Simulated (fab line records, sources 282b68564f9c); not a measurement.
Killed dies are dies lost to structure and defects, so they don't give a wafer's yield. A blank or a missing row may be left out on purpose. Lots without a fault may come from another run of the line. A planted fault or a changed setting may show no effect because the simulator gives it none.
A struck lot beside a sound one | flow rit_cmos | 27 steps out of a route of 202
Sound: wafers L961.1, L961.3, L961.6. Struck: wafers L968.1, L968.5, L968.6. The cause comes at the end.
At each step with rows: each side's tool, then ch and its chambers, then its first start. Under that, the readings that differ: sound wafers | struck wafers | difference of the means | sigmas: that difference in standard deviations of wafers without a fault.
alike: readings whose means differ by less than 2 such deviations, and words and numbers that are the same on both sides. not compared: withheld readings, readings that some wafer has no value for, bounds like >300 that may hide the same value, and numbers for which the record gives no deviation and whose values overlap.
The two part at a step that has a row with sigmas, a row that says differs or no value, or rows on one side only. Numbers that don't overlap but have no deviation are shown without sigmas and don't part them. A reading that every wafer of one side lacks parts them only if that side has two wafers or more.

first, 4 steps without rows for these wafers: RIT_CONTACT_SOFTBAKE_04 (time 60 s); RIT_CONTACT_EXPOSE_05 (exposes mask M11, target cd 1000 nm); RIT_CONTACT_PEB_06; RIT_CONTACT_DEVELOP_07 (develop time 120 s).
RIT_CONTACT_CD_MEAS_08: target cd 1000 nm.
  sound on cd_sem-02, day 4 06:36; struck on cd_sem-01, day 5 18:18
  alike: cd_nm
RIT_CONTACT_OVL_MEAS_09:
  sound on overlay-01, day 4 06:43; struck on overlay-01, day 5 18:25
  alike: CONTACT_OVL
then, 1 step without rows for these wafers: RIT_CONTACT_HARDBAKE_10 (time 60 s).
RIT_CONTACT_ETCH_11: etches SiO2 in CHF3/CF4/Ar, stops on TiSi2, target depth 480 nm, time 320 s.
  sound on rie_diel-04 ch 0,3, day 4 06:55; struck on rie_diel-01 ch 0,1,2, day 5 18:36
  alike: drypump_motor_current_A, mfc_ar_sccm, oes_product_au, throttle_valve_pct
  not compared: rf_hours_counter_h
RIT_CONTACT_STRIP_12: strips in O2, time 180 s.
  sound on plasma_asher-01 ch 0,1, day 4 07:07; struck on plasma_asher-03 ch 0,1, day 5 18:48
  alike: drypump_motor_current_A, rf_refl_power_W
  not compared: rf_hours_counter_h
RIT_CONTACT_CD_MEAS_90: target cd 1000 nm.
  sound on cd_sem-01, day 4 07:17; struck on cd_sem-02, day 5 18:58
  reading    | sound             | struck               | difference | sigmas
  cd_nm (nm) | 997.6 998.0 998.8 | 1001.2 1002.0 1004.5 | +4.4       | +2
then, 2 steps without rows for these wafers: RIT_CONTACT_CLEAN_13 (cleans in SC1, time 600 s); RIT_CONTACT_CLEAN_14 (cleans in SC2, time 600 s).
RIT_M1_SPUTTER_00: material Al, target thk 400 nm, time 500 s.
  sound on pvd_sputter-02, day 4 07:47; struck on pvd_sputter-03, day 5 19:28
  alike: throttle_valve_pct
RIT_M1_RS_MEAS_01: measures by four-point-probe.
  sound on film_metro-02, day 4 08:04; struck on film_metro-04, day 5 19:45
  reading           | sound                | struck               | difference | sigmas
  M1_AL_RS (ohm/sq) | 0.0703 0.0705 0.0711 | 0.0899 0.0888 0.0902 | +0.0190    | +25
RIT_M1_THK_MEAS_02: measures by xrf.
  sound on film_metro-02, day 4 08:11; struck on film_metro-04, day 5 19:52
  reading        | sound       | struck      | difference | sigmas
  M1_AL_THK (nm) | 420 418 413 | 348 352 348 | -68        | -16
then, 6 steps without rows for these wafers: RIT_M1_HMDS_03 (prime time 60 s); RIT_M1_COAT_04 (resist thk 1300 nm); RIT_M1_SOFTBAKE_05 (time 60 s); RIT_M1_EXPOSE_06 (exposes mask M12, target cd 2600 nm); RIT_M1_PEB_07; RIT_M1_DEVELOP_08 (develop time 68 s).
RIT_M1_CD_MEAS_09: target cd 2600 nm.
  sound on cd_sem-02, day 4 09:16; struck on cd_sem-01, day 5 20:56
  alike: cd_nm
RIT_M1_OVL_MEAS_10:
  sound on overlay-02, day 4 09:23; struck on overlay-01, day 5 21:04
  reading     | sound       | struck         | difference | sigmas
  M1_OVL (nm) | 3.1 2.3 2.5 | -2.3 -0.3 -2.1 | -4.2       | -3
then, 1 step without rows for these wafers: RIT_M1_HARDBAKE_11 (time 120 s).
RIT_M1_METAL_ETCH_12: etches Al in Cl2/BCl3, stops on SiO2, time 165 s, target depth 600 nm.
  sound on rie_metal-02 ch 0,1, day 4 09:46; struck on rie_metal-01 ch 0,1, day 5 21:23
  reading               | sound             | struck            | difference | sigmas
  oes_product_au (a.u.) | 0.793 0.794 0.783 | 0.713 0.714 0.703 | -0.080     | -7
  alike: drypump_motor_current_A, mfc_cl2_sccm, throttle_valve_pct
  not compared: rf_hours_counter_h
then, 1 step without rows for these wafers: RIT_M1_STRIP_13 (strips in nmp, time 600 s).
RIT_M1_PROBE_99:
  sound on prober-02, day 4 12:01; struck on prober-01, day 6 00:18
  alike: defect_limited_yield, killed_at_contacts, killed_at_front_end, killed_dies, killed_open, killed_short, sort_bin_3_pad_short, sort_bin_5_function, sort_bin_6_memory, sort_n_pass, sort_yield_pct

WHERE THEY PART
First at RIT_CONTACT_CD_MEAS_90; last, within this record, at RIT_M1_METAL_ETCH_12. Later steps at which nothing parts them and some readings are alike: RIT_M1_PROBE_99.

WHY: what the simulator had put in
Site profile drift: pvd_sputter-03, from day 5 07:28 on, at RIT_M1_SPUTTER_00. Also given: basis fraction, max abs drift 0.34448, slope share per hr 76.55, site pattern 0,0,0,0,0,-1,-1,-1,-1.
